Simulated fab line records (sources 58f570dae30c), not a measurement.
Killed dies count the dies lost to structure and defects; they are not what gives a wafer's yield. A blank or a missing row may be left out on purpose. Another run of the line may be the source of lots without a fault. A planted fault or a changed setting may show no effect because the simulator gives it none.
One fault through the eyes of 2 desks | flow berkeley_cmos170 | each desk has only its own numbers; what lay behind them comes last

## TOOL OWNER'S DESK, rtp_anneal-01
Per lot that ran on this tool, the mean of the sampled wafers carrying a number, from the tool's own readings at UCB170_SILICIDE_RTA_04 (time 15 s). Any lot whose mean is over 4 standard deviations away from the usual mean is out of limits and marked OUT; that distance is given in the brackets.
Columns: A = chamber_o2_ppm at UCB170_SILICIDE_RTA_04, usual 1.997; B = lamp_power_pct at UCB170_SILICIDE_RTA_04, usual 10.2 %; C = wafer_temp_C_max at UCB170_SILICIDE_RTA_04, usual 653.7
lot  | first seen here | A                        | B    | C
L324 | day 11 07:50    | 2.024                    | 10.7 | 653.9
L328 | day 12 09:07    | 62.005 (+99 or more) OUT | 10.7 | 653.3
L329 | day 12 14:53    | 61.974 (+99 or more) OUT | 10.7 | 654.4
This desk finds L328, L329 out of limits, L328 being first, at day 12 09:07 (chamber_o2_ppm at UCB170_SILICIDE_RTA_04). In limits: L324.

## METROLOGY DESK
What the gauges read, lot by lot, whatever tool the lot ran on: means of the sampled wafers that have a number. Any lot whose mean is over 4 standard deviations away from the usual mean is out of limits and marked OUT; that distance is given in the brackets. Readings shown: 7 of its 12, picked as those furthest out on some lot.
Columns: A = PSD_RS at UCB170_SDANNEAL_RS_MEAS_02, usual 75.51 ohm/sq; B = PLDD_RS at UCB170_SDANNEAL_RS_MEAS_04, usual 1032.0 ohm/sq; C = SILICIDE_TI_THK at UCB170_SILICIDE_THK_MEAS_03, usual 30.3 nm; D = CONTACT_PSG_THK at UCB170_CONTACT_THK_MEAS_02, usual 700 nm; E = CONTACT_OVL at UCB170_CONTACT_OVL_MEAS_16, usual -2 nm; F = M1_AL_RS at UCB170_M1_RS_MEAS_01, usual 0.0487 ohm/sq; G = M1_AL_THK at UCB170_M1_THK_MEAS_02, usual 597 nm
lot  | first seen here | A     | B      | C    | D   | E  | F      | G
L325 | day 11 06:52    | 75.39 | 1029.6 | 30.9 | 682 | -3 | 0.0482 | 600
L324 | day 11 07:05    | 75.61 | 1033.2 | 30.4 | 695 | 7  | 0.0488 | 600
L328 | day 12 08:22    | 75.85 | 1033.7 | 30.3 | 700 | 1  | 0.0481 | 603
L326 | day 12 08:23    | 75.63 | 1030.8 | 29.8 | 720 | 2  | 0.0498 | 582
L329 | day 12 14:07    | 75.70 | 1034.4 | 30.1 | 701 | -3 | 0.0491 | 593
L335 | day 14 05:43    | 75.79 | 1036.9 | 30.7 | 701 | -7 | 0.0487 | 596
Result from this desk: across the 6 lots, nothing is out of limits.

## ALL TOGETHER
An alarm could have come from the tool owner's desk at day 12 09:07, on L328, L329.
At the metrology desk, nothing out of limits was observed.
The metrology desk holds a record of L328, L329, inside its limits.
All the named lots went through UCB170_SILICIDE_RTA_04 on rtp_anneal-01.

## WHAT THE SIMULATOR PUT IN
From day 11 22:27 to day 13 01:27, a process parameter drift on rtp_anneal-01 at UCB170_SILICIDE_RTA_04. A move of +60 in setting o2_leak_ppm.
Struck lots among those shown: L328, L329.
Each desk's first reading out of limits, in hours after the fault started: the tool owner's desk, 11.
